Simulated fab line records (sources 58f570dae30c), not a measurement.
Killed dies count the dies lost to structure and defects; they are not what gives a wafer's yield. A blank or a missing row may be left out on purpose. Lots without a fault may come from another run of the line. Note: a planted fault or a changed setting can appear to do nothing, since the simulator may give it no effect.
Split-lot trial + flow berkeley-cmos170 + 5 lots, 27 wafers read, on a route of 331 steps

## THE SPLIT
At UCB170_M3_METAL_ETCH_18 (etches Al in Cl2/BCl3, stops on SiO2, target depth 1170 nm, time 195 s), the setting target-depth-a was moved away from the recipe's 11700 angstrom on 12 of the 27 wafers read, by -43.1% to +34.3%. The other wafers ran this setting at the recipe's value.

## SPLIT TO READING: what lies between them in the file, 1 step
- UCB170_M3_STRIP_19: strips in O2

## THE READING
cd-nm (nm) at UCB170_M3_CD_MEAS_90, where the cd target is 700 nm. Typical for fault-free wafers on this fab line: 699.9 nm, with standard deviation 2.5 nm.

| wafer  | tool, chamber at the split | target-depth-a as run, angstrom | against the recipe | cd-nm, nm | against lot-mates on the recipe |
|--------|----------------------------|---------------------------------|--------------------|-----------|---------------------------------|
| L074.1 | rie-metal-03, 0            | 11700                           | recipe             | 701.7     | -                               |
| L074.2 | rie-metal-03, 1            | 6657                            | -43.1%             | 724.0     | +22.3                           |
| L074.3 | rie-metal-03, 0            | 11700                           | recipe             | 701.3     | -                               |
| L074.4 | rie-metal-03, 1            | 11700                           | recipe             | 702.2     | -                               |
| L074.5 | rie-metal-03, 1            | 6657                            | -43.1%             | 722.2     | +20.5                           |
| L074.6 | rie-metal-03, 0            | 6657                            | -43.1%             | 719.9     | +18.2                           |
| L077.1 | rie-metal-02, 1            | 11700                           | recipe             | 704.2     | -                               |
| L077.2 | rie-metal-02, 0            | 11700                           | recipe             | 702.9     | -                               |
| L077.3 | rie-metal-02, 0            | 15710                           | +34.3%             | 687.8     | -15.7                           |
| L077.4 | rie-metal-02, 1            | 15710                           | +34.3%             | 687.2     | -16.3                           |
| L077.5 | rie-metal-02, 0            | 15710                           | +34.3%             | 688.1     | -15.4                           |
| L077.6 | rie-metal-02, 1            | 11700                           | recipe             | 703.3     | -                               |
| L075.1 | rie-metal-02, 1            | 9580                            | -18.1%             | 710.0     | +8.6                            |
| L075.2 | rie-metal-02, 0            | 11700                           | recipe             | 700.5     | -                               |
| L075.3 | rie-metal-02, 1            | 11700                           | recipe             | 701.7     | -                               |
| L075.4 | rie-metal-02, 0            | 11700                           | recipe             | 702.1     | -                               |
| L075.5 | rie-metal-02, 1            | 9580                            | -18.1%             | 711.0     | +9.6                            |
| L075.6 | rie-metal-02, 0            | 9580                            | -18.1%             | 709.1     | +7.7                            |
| L079.1 | rie-metal-02, 1            | 11700                           | recipe             | 697.1     | -                               |
| L079.3 | rie-metal-02, 1            | 11700                           | recipe             | 696.2     | -                               |
| L079.6 | rie-metal-02, 0            | 11700                           | recipe             | 700.3     | -                               |
| L083.1 | rie-metal-03, 0            | 11700                           | recipe             | 696.1     | -                               |
| L083.2 | rie-metal-03, 1            | 8663                            | -26.0%             | 709.4     | +12.2                           |
| L083.3 | rie-metal-03, 1            | 11700                           | recipe             | 696.1     | -                               |
| L083.4 | rie-metal-03, 0            | 8663                            | -26.0%             | 708.1     | +10.9                           |
| L083.5 | rie-metal-03, 1            | 8663                            | -26.0%             | 710.0     | +12.8                           |
| L083.6 | rie-metal-03, 0            | 11700                           | recipe             | 699.3     | -                               |

FIT RESULTS
A straight line over all 27 wafers: cd-nm changes by -0.433 nm for each +1% of target-depth-a; r = -0.96; the points scatter about the line by 2.7 nm.
The same after taking each lot's own level away (the mean of its wafers on the recipe; 27 wafers): -0.466 nm for each +1%; r = -0.99; scatter 1.1 nm.
On that fit, the largest move of target-depth-a shifts the reading by 20 nm.
From 697.17 to 703.47 nm: that is the span of the lots' own levels, equal to 2.5 times the standard deviation above.
The two slopes agree, so the slope changes little with the lot-to-lot level.
Check: +19.7 nm against its lot-mates is what the line predicts for one of the wafers moved furthest among these (-43.1%) when that wafer is left out of the fit. It came out at +22.3 nm against them.
Tool readings at the split's step, against how far the setting was moved: oes-product-au r = -0.97.

## THE WHOLE CHAIN: every reading that the file lists as answering this split, in the file's order
| step                    | what it does                                                           | reading                                                                   | change (the file's fit)                                                              | r (the file's) |
|-------------------------|------------------------------------------------------------------------|---------------------------------------------------------------------------|--------------------------------------------------------------------------------------|----------------|
| UCB170_M3_METAL_ETCH_18 | etches Al in Cl2/BCl3, stops on SiO2, target depth 1170 nm, time 195 s | oes-product-au                                                            | -0.00389 a.u. for each +1% of the setting                                            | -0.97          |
| UCB170_M3_METAL_ETCH_18 | etches Al in Cl2/BCl3, stops on SiO2, target depth 1170 nm, time 195 s | KrF_of_M3_COAT_10.thk-nm (the simulator's own value, which no gauge read) | -6.62 nm for each +1% of the setting                                                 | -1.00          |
| UCB170_M3_METAL_ETCH_18 | etches Al in Cl2/BCl3, stops on SiO2, target depth 1170 nm, time 195 s | M3.feature-depth-nm (the simulator's own value, which no gauge read)      | not straight: 674.2 at the lowest setting, 955.2 at the recipe, 963.5 at the highest | not given      |
| UCB170_M3_METAL_ETCH_18 | etches Al in Cl2/BCl3, stops on SiO2, target depth 1170 nm, time 195 s | etch.depth-nm (the simulator's own value, which no gauge read)            | not straight: 674.2 at the lowest setting, 898.1 at the recipe, 883.4 at the highest | not given      |
| UCB170_M3_STRIP_19      | strips in O2                                                           | oes-product-au                                                            | -0.00563 a.u. for each +1% of the setting                                            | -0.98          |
| UCB170_M3_CD_MEAS_90    | target cd 700 nm                                                       | cd-nm                                                                     | -0.467 nm for each +1% of the setting                                                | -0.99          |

## FILE'S OWN FIT
cd-nm changes by -0.467 nm for each +1% of target-depth-a, r = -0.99.
